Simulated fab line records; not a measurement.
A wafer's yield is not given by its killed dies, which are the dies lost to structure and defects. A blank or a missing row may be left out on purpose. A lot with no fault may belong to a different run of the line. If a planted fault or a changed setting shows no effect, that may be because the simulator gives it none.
Which of the tools did it? | flow berkeley-cmos170 | Sampling: 15 lots, 45 wafers, 2 of 331 route steps

## WHAT EACH GAUGE READ, for each wafer
UCB170_M2_CD_MEAS_90: target cd 700 nm. Usual: 700 nm for cd-nm, sd 3.4.
lot  | measured     | on        | cd-nm (nm)  | flag
L562 | day 7 21:09  | cd-sem-02 | 698 698 699 |
L563 | day 7 21:01  | cd-sem-02 | 703 702 703 |
L565 | day 8 06:39  | cd-sem-02 | 700 700 696 |
L567 | day 8 05:38  | cd-sem-02 | 699 699 697 |
L568 | day 8 21:01  | cd-sem-01 | 694 697 695 |
L570 | day 9 09:06  | cd-sem-02 | 701 700 698 |
L571 | day 9 16:14  | cd-sem-01 | 697 697 707 |
L573 | day 9 16:46  | cd-sem-01 | 697 699 699 |
L572 | day 9 19:48  | cd-sem-01 | 700 702 701 |
L575 | day 10 15:21 | cd-sem-01 | 696 697 694 |
L576 | day 10 15:39 | cd-sem-01 | 703 700 702 |
L578 | day 10 22:01 | cd-sem-01 | 700 701 699 |
L579 | day 11 02:05 | cd-sem-01 | 701 701 701 |
L580 | day 11 02:37 | cd-sem-02 | 698 698 693 |
L581 | day 11 02:24 | cd-sem-02 | 706 702 708 |

## EACH LOT AND THE TOOL THAT RAN IT (in order: tool; ch and the chambers of the sampled wafers; start)
lot  | UCB170_WELLDRIVE_OXIDATION_01
L562 | furnace-01 ch 0, day 3 15:17
L563 | furnace-01 ch 0, day 3 15:17
L565 | furnace-01 ch 0, day 4 01:47
L567 | furnace-01 ch 0, day 4 05:17
L568 | furnace-02 ch 0, day 4 11:14
L570 | furnace-02 ch 0, day 4 23:16
L571 | furnace-01 ch 0, day 5 07:46
L573 | furnace-03 ch 0, day 5 11:03
L572 | furnace-03 ch 0, day 5 18:43
L575 | furnace-01 ch 0, day 6 05:45
L576 | furnace-01 ch 0, day 6 10:45
L578 | furnace-02 ch 0, day 6 15:51
L579 | furnace-01 ch 0, day 6 23:22
L580 | furnace-01 ch 0, day 7 07:03
L581 | furnace-01 ch 0, day 7 07:03
- UCB170_WELLDRIVE_OXIDATION_01: target thk 199 nm, ox time 9000 s.

## WHAT THE TOOLS THEMSELVES READ (means of the sampled wafers that have a number; where no wafer has one, the mark that the record gives instead)
The record holds no such reading with a usual standard deviation.

## THE ANSWER, worked out from the rows above alone
Rule: a lot counts as off when the mean over its wafers that have a number is more than 3 standard deviations away from the usual mean. A lot without any number at a reading at which 4 lots or more have one is off too. Where the step has rows for the other lots, those lots are counted as sound. After the gauges, taken in route order, come the tools' own readings; for these a lot's mean is taken, as printed above. The first step at which some lot is off is used, and at that step the reading that is off furthest; a lot without a number counts as furthest.
Across all readings shown, no lot is off: no conclusion can be drawn from this.

## WHAT THE SIMULATOR HAD INSERTED
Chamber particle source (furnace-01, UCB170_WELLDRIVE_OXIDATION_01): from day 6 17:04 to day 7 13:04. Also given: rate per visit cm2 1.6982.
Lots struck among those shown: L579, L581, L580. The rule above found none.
